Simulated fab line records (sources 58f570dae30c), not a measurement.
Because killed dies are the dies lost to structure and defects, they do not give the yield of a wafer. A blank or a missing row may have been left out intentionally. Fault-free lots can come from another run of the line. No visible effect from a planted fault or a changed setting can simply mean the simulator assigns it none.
One fault through the eyes of 2 desks ; flow berkeleyCmos170 ; every desk sees just its own numbers, and what lay behind them comes last

## THE TOOL OWNER'S DESK: rieDiel-01
The tool's own readings at UCB170_V1_ETCH_14 (etches SiO2 in CHF3/CF4/Ar, stops on Al, target depth 1250 nm, time 291 s): means of the sampled wafers that have a number, for each lot that ran on this tool. Marked OUT: a lot whose mean sits more than 4 standard deviations from the usual mean, which makes it out of limits; the brackets give that distance.
Columns: A = drypumpMotorCurrentA at UCB170_V1_ETCH_14, usual 5.9 A; B = oesProductAu at UCB170_V1_ETCH_14, usual 0.876 a.u.; C = throttleValvePct at UCB170_V1_ETCH_14, usual 6.90 %
lot;first seen here;A;B;C
L348;day 9 09:31;5.6;0.880;6.94
L362;day 11 07:28;5.7;0.883;6.90
L363;day 11 10:20;5.6;0.884;6.94
L369;day 16 06:07;5.8;0.890;6.91
L366;day 16 06:51;5.6;0.880;6.91
This desk found nothing out of limits on any of the 5 lots.

## METROLOGY DESK
What the gauges read for every lot (on any tool): the sampled wafers with a number, averaged. Marked OUT: a lot whose mean sits more than 4 standard deviations from the usual mean, which makes it out of limits; the brackets give that distance.
Columns: A = cdNm at UCB170_M2_CD_MEAS_15, usual 699.8 nm; B = V2_BOW at UCB170_V2_BOW_MEAS_03, usual 36 um
lot;first seen here;A;B
L347;day 8 17:27;697.8;42
L349;day 9 12:19;699.5;35
L350;day 9 12:35;700.2;36
L348;day 9 12:43;699.6;39
L351;day 9 20:40;700.2;41
L352;day 9 22:24;701.3;38
L353;day 10 03:52;699.7;30
L362;day 11 11:43;701.2;35
L363;day 11 14:29;701.7;35
L369;day 16 12:46;700.1;33
L367;day 16 13:22;701.4;31
L368;day 16 15:15;699.9;40
L366;day 16 15:27;698.8;32
L370;day 16 15:58;698.2;32
This desk found nothing out of limits on any of the 14 lots.

## BROUGHT TOGETHER
The desk of the tool owner found nothing out of limits.
The metrology desk saw nothing out of limits.

## WHAT WAS PUT IN BY THE SIMULATOR
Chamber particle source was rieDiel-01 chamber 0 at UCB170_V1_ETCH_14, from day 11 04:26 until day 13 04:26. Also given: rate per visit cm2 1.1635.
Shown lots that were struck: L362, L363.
